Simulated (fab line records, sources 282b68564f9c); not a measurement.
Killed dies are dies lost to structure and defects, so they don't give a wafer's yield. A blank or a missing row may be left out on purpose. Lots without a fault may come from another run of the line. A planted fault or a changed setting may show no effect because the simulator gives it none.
Split-lot experiment | flow rit_cmos | 5 lots, 23 wafers read, on a route of 202 steps

THE SPLIT
At RIT_CONTACT_EXPOSE_05 (exposes mask M11, target cd 1000 nm), the setting dose_mj was moved away from the recipe's 250 on 9 of the 23 wafers read, by -2.6% to +7.4%. The other wafers ran this setting at the recipe's value.

FROM THE SPLIT TO THE READING: what the file shows between them, 5 steps
- RIT_CONTACT_PEB_06
- RIT_CONTACT_DEVELOP_07: develop time 120 s
- RIT_CONTACT_CD_MEAS_08: target cd 1000 nm
- RIT_CONTACT_ETCH_11: etches SiO2 in CHF3/CF4/Ar, stops on TiSi2, target depth 480 nm, time 320 s (also split here: over_etch_frac)
- RIT_CONTACT_STRIP_12: strips in O2, time 180 s

THE READING
cd_nm, in nm, at RIT_CONTACT_CD_MEAS_90 (target cd 1000 nm). Fault-free wafers of this fab line usually give 1001.0 nm, standard deviation 2.2 nm.

wafer  | tool, chamber at the split | dose_mj as run | against the recipe | cd_nm, nm | against lot-mates on the recipe
L074.1 | iline_stepper-02, 0        | 250            | recipe             | 1003.8    | -
L074.4 | iline_stepper-02, 0        | 250            | recipe             | 1002.3    | -
L074.5 | iline_stepper-02, 0        | 250            | recipe             | 1002.7    | -
L075.1 | iline_stepper-02, 0        | 250            | recipe             | 1003.6    | -
L075.2 | iline_stepper-02, 0        | 250            | recipe             | 1002.8    | -
L075.3 | iline_stepper-02, 0        | 250            | recipe             | 1003.9    | -
L075.5 | iline_stepper-02, 0        | 250            | recipe             | 1001.9    | -
L075.6 | iline_stepper-02, 0        | 250            | recipe             | 1004.9    | -
L077.1 | iline_stepper-01, 0        | 268.6          | +7.4%              | 1021.5    | +19.8
L077.2 | iline_stepper-01, 0        | 268.6          | +7.4%              | 1022.5    | +20.8
L077.4 | iline_stepper-01, 0        | 250            | recipe             | 1002.0    | -
L077.5 | iline_stepper-01, 0        | 268.6          | +7.4%              | 1019.7    | +18.0
L077.6 | iline_stepper-01, 0        | 250            | recipe             | 1001.5    | -
L079.1 | iline_stepper-01, 0        | 243.5          | -2.6%              | 991.9     | -6.1
L079.2 | iline_stepper-01, 0        | 250            | recipe             | 996.7     | -
L079.4 | iline_stepper-01, 0        | 243.5          | -2.6%              | 993.1     | -4.9
L079.5 | iline_stepper-01, 0        | 250            | recipe             | 999.4     | -
L079.6 | iline_stepper-01, 0        | 243.5          | -2.6%              | 992.3     | -5.8
L084.1 | iline_stepper-01, 0        | 264.2          | +5.7%              | 1012.7    | +13.9
L084.2 | iline_stepper-01, 0        | 264.2          | +5.7%              | 1011.0    | +12.2
L084.3 | iline_stepper-01, 0        | 250            | recipe             | 999.0     | -
L084.5 | iline_stepper-01, 0        | 250            | recipe             | 998.6     | -
L084.6 | iline_stepper-01, 0        | 264.2          | +5.7%              | 1014.9    | +16.1

THE FIT
A straight line over all 23 wafers: cd_nm changes by +2.55 nm for each +1% of dose_mj; r = +0.96; the points scatter about the line by 2.5 nm.
The same after taking each lot's own level away (the mean of its wafers on the recipe; 23 wafers): +2.52 nm for each +1%; r = +0.99; scatter 1.1 nm.
On that fit, the largest move of dose_mj shifts the reading by 19 nm.
The lots' own levels span 998.05 to 1003.42 nm, that is 2.4 times the standard deviation above.
So the lot-to-lot level changes the slope little: the two slopes agree.
Check: with one of the wafers moved furthest among these (+7.4%) left out of the fit, the line predicts +18.7 nm for it against its lot-mates. It came out at +19.8 nm against them.

OTHER SPLITS ON THESE WAFERS
These wafers also went through other splits before the reading. Each is held against what the fit with the lots' levels taken away leaves over:
other split on the same wafers     | wafers away from the commonest value | r with cd_nm (lot level and that fit taken away)
RIT_PLDD_SOFTBAKE_02 temp_c        | 7                                    | +0.10
RIT_NSD_IMPLANT_08 dose_cm2        | 4                                    | +0.14
RIT_PSD_COAT_01 spin_rpm           | 10                                   | -0.29
RIT_PSD_IMPLANT_08 energy_kev      | 5                                    | +0.15
RIT_SDANNEAL_CLEAN_02 time_s       | 10                                   | +0.20
RIT_SILICIDE_SPUTTER_01 time_s     | 4                                    | +0.08
RIT_CONTACT_ETCH_11 over_etch_frac | 7                                    | -0.14

THE WHOLE CHAIN: every reading that the file lists as answering this split, in the file's order
step                   | what it does                                                                | reading                                                        | change (the file's fit)              | r (the file's)
RIT_CONTACT_CD_MEAS_08 | target cd 1000 nm                                                           | cd_nm                                                          | +2.54 nm for each +1% of the setting | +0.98
RIT_CONTACT_ETCH_11    | etches SiO2 in CHF3/CF4/Ar, stops on TiSi2, target depth 480 nm, time 320 s | CONTACT.cd_nm (the simulator's own value, which no gauge read) | +2.56 nm for each +1% of the setting | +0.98
RIT_CONTACT_CD_MEAS_90 | target cd 1000 nm                                                           | cd_nm                                                          | +2.54 nm for each +1% of the setting | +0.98

THE FILE'S OWN FIT
cd_nm changes by +2.54 nm for each +1% of dose_mj, r = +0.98.
